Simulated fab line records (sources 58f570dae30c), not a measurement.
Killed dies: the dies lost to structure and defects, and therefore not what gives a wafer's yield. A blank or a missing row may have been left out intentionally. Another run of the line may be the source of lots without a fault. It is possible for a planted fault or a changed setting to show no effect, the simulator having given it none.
Shared-tool check / flow berkeleyCmos170 / 42 wafers sampled across 14 lots

== WHAT PROMPTED THE OPENING ==
At UCB170_NVT_TW_MEAS_09 the reading NVT_TW is flagged on 2 of 14 lots. Wafers without a fault read 523, standard deviation 6.2.
Rule: a lot is flagged when every wafer of it that has a number lies more than 4 standard deviations from that mean, or none has a number. The other lots count as sound.

lot=L494; measured=day 7 00:25; on=filmMetro-03; NVT_TW, wafer by wafer=516 514 516; flag=
lot=L500; measured=day 8 00:03; on=filmMetro-04; NVT_TW, wafer by wafer=533 533 533; flag=
lot=L503; measured=day 8 06:25; on=filmMetro-01; NVT_TW, wafer by wafer=520 520 523; flag=
lot=L501; measured=day 8 07:10; on=filmMetro-04; NVT_TW, wafer by wafer=533 531 532; flag=
lot=L502; measured=day 8 07:17; on=filmMetro-03; NVT_TW, wafer by wafer=515 512 514; flag=
lot=L504; measured=day 8 20:11; on=filmMetro-03; NVT_TW, wafer by wafer=515 515 513; flag=
lot=L505; measured=day 8 20:26; on=filmMetro-04; NVT_TW, wafer by wafer=532 529 531; flag=
lot=L507; measured=day 9 12:11; on=filmMetro-04; NVT_TW, wafer by wafer=531 529 529; flag=
lot=L506; measured=day 9 12:41; on=filmMetro-04; NVT_TW, wafer by wafer=529 531 531; flag=
lot=L510; measured=day 9 17:56; on=filmMetro-01; NVT_TW, wafer by wafer=518 520 518; flag=
lot=L512; measured=day 9 18:00; on=filmMetro-01; NVT_TW, wafer by wafer=519 519 518; flag=
lot=L516; measured=day 10 22:10; on=filmMetro-03; NVT_TW, wafer by wafer=480 478 481; flag=FLAGGED
lot=L517; measured=day 10 22:40; on=filmMetro-04; NVT_TW, wafer by wafer=530 530 526; flag=
lot=L515; measured=day 10 22:54; on=filmMetro-01; NVT_TW, wafer by wafer=484 484 486; flag=FLAGGED
The numbers of the flagged lots are 482 on average: -41 against the usual, or -7 standard deviations.

== LOT BY LOT: THE TOOL USED ==
Before the reading, the record contains 2 process steps out of a 331-step route. Every cell lists first the tool, next ch and the chambers used by the sampled wafers, and last the start.
lot=L494; flag=; UCB170_PFIELD_STRIP_08=plasmaAsher-01 ch 0,1, day 5 11:36; UCB170_NVT_IMPLANT_07=implanter-02 ch 0, day 7 00:10
lot=L500; flag=; UCB170_PFIELD_STRIP_08=plasmaAsher-01 ch 0,1, day 6 10:49; UCB170_NVT_IMPLANT_07=implanter-02 ch 0, day 7 23:49
lot=L503; flag=; UCB170_PFIELD_STRIP_08=plasmaAsher-01 ch 0,1, day 6 21:46; UCB170_NVT_IMPLANT_07=implanter-01 ch 0, day 8 06:10
lot=L501; flag=; UCB170_PFIELD_STRIP_08=plasmaAsher-04 ch 0,1, day 6 21:33; UCB170_NVT_IMPLANT_07=implanter-03 ch 0, day 8 06:58
lot=L502; flag=; UCB170_PFIELD_STRIP_08=plasmaAsher-04 ch 0,1, day 6 20:56; UCB170_NVT_IMPLANT_07=implanter-02 ch 0, day 8 07:02
lot=L504; flag=; UCB170_PFIELD_STRIP_08=plasmaAsher-01 ch 0,1, day 7 06:07; UCB170_NVT_IMPLANT_07=implanter-03 ch 0, day 8 19:56
lot=L505; flag=; UCB170_PFIELD_STRIP_08=plasmaAsher-04 ch 0,1, day 7 06:00; UCB170_NVT_IMPLANT_07=implanter-02 ch 0, day 8 20:13
lot=L507; flag=; UCB170_PFIELD_STRIP_08=plasmaAsher-04 ch 0,1, day 8 02:16; UCB170_NVT_IMPLANT_07=implanter-03 ch 0, day 9 11:57
lot=L506; flag=; UCB170_PFIELD_STRIP_08=plasmaAsher-03 ch 0,1, day 8 02:07; UCB170_NVT_IMPLANT_07=implanter-01 ch 0, day 9 12:26
lot=L510; flag=; UCB170_PFIELD_STRIP_08=plasmaAsher-01 ch 0,1, day 8 08:06; UCB170_NVT_IMPLANT_07=implanter-03 ch 0, day 9 17:43
lot=L512; flag=; UCB170_PFIELD_STRIP_08=plasmaAsher-03 ch 0, day 8 08:01; UCB170_NVT_IMPLANT_07=implanter-01 ch 0, day 9 17:43
lot=L516; flag=FLAGGED; UCB170_PFIELD_STRIP_08=plasmaAsher-04 ch 0, day 9 14:29; UCB170_NVT_IMPLANT_07=implanter-02 ch 0, day 10 21:55
lot=L517; flag=; UCB170_PFIELD_STRIP_08=plasmaAsher-03 ch 0,1, day 9 15:13; UCB170_NVT_IMPLANT_07=implanter-03 ch 0, day 10 22:26
lot=L515; flag=FLAGGED; UCB170_PFIELD_STRIP_08=plasmaAsher-01 ch 0,1, day 9 15:45; UCB170_NVT_IMPLANT_07=implanter-02 ch 0, day 10 22:39
What is done by these steps:
- UCB170_PFIELD_STRIP_08: strips in O2.
- UCB170_NVT_IMPLANT_07
- UCB170_NVT_TW_MEAS_09

== FLAGGED OVER TOTAL, TOOL BY TOOL (the gauges that took the reading come last) ==
step=UCB170_PFIELD_STRIP_08; tool=plasmaAsher-01; lots run=6; flagged=1; share of the flagged lots=some; sound lots run after its first flagged lot=0
step=UCB170_PFIELD_STRIP_08; tool=plasmaAsher-03; lots run=3; flagged=0; share of the flagged lots=none; sound lots run after its first flagged lot=-
step=UCB170_PFIELD_STRIP_08; tool=plasmaAsher-04; lots run=5; flagged=1; share of the flagged lots=some; sound lots run after its first flagged lot=0
step=UCB170_NVT_IMPLANT_07; tool=implanter-01; lots run=3; flagged=0; share of the flagged lots=none; sound lots run after its first flagged lot=-
step=UCB170_NVT_IMPLANT_07; tool=implanter-02; lots run=6; flagged=2; share of the flagged lots=all; sound lots run after its first flagged lot=0
step=UCB170_NVT_IMPLANT_07; tool=implanter-03; lots run=5; flagged=0; share of the flagged lots=none; sound lots run after its first flagged lot=-
step=UCB170_NVT_TW_MEAS_09; tool=filmMetro-01; lots run=4; flagged=1; share of the flagged lots=some; sound lots run after its first flagged lot=0
step=UCB170_NVT_TW_MEAS_09; tool=filmMetro-03; lots run=4; flagged=1; share of the flagged lots=some; sound lots run after its first flagged lot=0
step=UCB170_NVT_TW_MEAS_09; tool=filmMetro-04; lots run=6; flagged=0; share of the flagged lots=none; sound lots run after its first flagged lot=-

== WHAT THE TABLE PERMITS ==
In the table, 1 row covers all flagged lots: implanter-02 at UCB170_NVT_IMPLANT_07.
- implanter-02 at UCB170_NVT_IMPLANT_07: 2 of its 6 lots flagged. Last sound lot L505 at day 8 20:13, first flagged lot L516 at day 10 21:55; a fault beginning in between fits. Its own readings lie more than 4 standard deviations out on every wafer of the flagged lots: doseIonsCm2, faradayCurrentUA.
One tool is left: implanter-02 at UCB170_NVT_IMPLANT_07.

== WHAT HAD BEEN PUT IN BY THE SIMULATOR ==
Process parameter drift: implanter-02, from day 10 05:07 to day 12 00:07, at UCB170_NVT_IMPLANT_07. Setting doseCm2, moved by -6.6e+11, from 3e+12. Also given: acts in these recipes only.
Struck lots among those shown: L516, L515. The rule above reached the same finding.
